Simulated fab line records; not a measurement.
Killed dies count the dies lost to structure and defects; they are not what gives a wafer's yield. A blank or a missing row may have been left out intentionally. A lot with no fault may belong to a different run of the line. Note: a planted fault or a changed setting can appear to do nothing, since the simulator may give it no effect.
Comparing a struck lot with a sound one / flow rit-cmos / 21 steps out of a route of 202
Sound: wafers L118.1, L118.2, L118.3. The struck wafers were L113.4, L113.5, L113.6. Last of all comes the cause.
For every step that has rows: the tool of each side, followed by ch and its chambers, followed by its first start. Under that, the readings that differ: sound wafers / struck wafers / difference of the means / sigmas: that difference in standard deviations of wafers without a fault.
alike: readings with means less than 2 such deviations apart, plus words and numbers identical on both sides. not compared: withheld readings, readings lacking a value on some wafer, bounds such as >300 that could conceal the same value, and numbers that have no deviation in the record and whose values overlap.
Wherever a step has rows on one side only, a row that says differs or no value, or a row with sigmas, the two part there. Non-overlapping numbers with no deviation appear without sigmas and do not part them. Lack of a reading on every wafer of one side parts them only where that side has two or more wafers.

RIT_PLDD_OVL_MEAS_06:
  sound on overlay-01 at day 5 11:35; struck on overlay-01 at day 4 11:35
  alike: PLDD_OVL
then, 2 steps without rows for these wafers: RIT_PLDD_HARDBAKE_07 (time 60 s); RIT_PLDD_IMPLANT_08.
RIT_PLDD_STRIP_09: strips in O2, time 180 s.
  sound on plasma-asher-01 ch 0,1, day 5 11:56; struck on plasma-asher-04 ch 0,1, day 4 11:58
  alike: drypump-motor-current-A
  not compared: rf-hours-counter-h
RIT_PLDD_TW_MEAS_10:
  sound on film-metro-04 at day 5 12:06; struck on film-metro-01 at day 4 12:07
  alike: PLDD_TW
then, 4 steps without rows for these wafers: RIT_SPACER_CLEAN_00 (cleans in SC1, time 600 s); RIT_SPACER_CLEAN_01 (cleans in dHF, time 30 s); RIT_SPACER_CLEAN_02 (cleans in SC2, time 600 s); RIT_SPACER_CVD_03 (deposits Si3N4 from SiH2Cl2/NH3, target thk 250 nm, time 3300 s).
RIT_SPACER_THK_MEAS_04:
  sound on film-metro-02 at day 5 14:28; struck on film-metro-02 at day 4 14:28
  alike: SPACER_NITRIDE_THK
RIT_SPACER_ETCHBACK_05: etches Si3N4 in SF6/CHF3, stops on SiO2, target depth 250 nm, time 240 s.
  sound on rie-diel-04 ch 0,1,2, day 5 14:31; struck on rie-diel-04 ch 0,1, day 4 14:30
  alike: drypump-motor-current-A, oes-product-au, throttle-valve-pct
  not compared: rf-hours-counter-h
then, 1 step without rows for these wafers: RIT_NSD_HMDS_00 (prime time 60 s).
RIT_NSD_COAT_01: resist thk 1000 nm.
  sound on litho-track-03 ch 0, day 5 14:49; struck on litho-track-02 ch 0, day 4 14:52
reading=model.NOVOLAK_of_NSD_COAT_01.thk-nm (nm); sound=1001 999.6 999.6; struck=980.2 979.7 978.6; difference=-20.6; sigmas=
  alike: dispense-pressure-kPa
then, 4 steps without rows for these wafers: RIT_NSD_SOFTBAKE_02 (time 60 s); RIT_NSD_EXPOSE_03 (exposes mask M9, target cd 40700 nm); RIT_NSD_PEB_04; RIT_NSD_DEVELOP_05 (develop time 50 s).
RIT_NSD_OVL_MEAS_06:
  sound on overlay-02 at day 5 15:31; struck on overlay-02 at day 4 15:31
  alike: NSD_OVL
RIT_NSD_HARDBAKE_07: time 60 s.
  sound on litho-track-03 ch 0, day 5 15:34; struck on litho-track-03 ch 0, day 4 15:37
reading=model.NOVOLAK_of_NSD_COAT_01.thk-nm (nm); sound=884.3 883.4 883.5; struck=866.5 866 865.1; difference=-17.9; sigmas=
then, 2 steps without rows for these wafers: RIT_NSD_IMPLANT_08; RIT_M1_PROBE_99.

## WHERE THEY PART
Nowhere in this record.

WHY: whatever the simulator had introduced
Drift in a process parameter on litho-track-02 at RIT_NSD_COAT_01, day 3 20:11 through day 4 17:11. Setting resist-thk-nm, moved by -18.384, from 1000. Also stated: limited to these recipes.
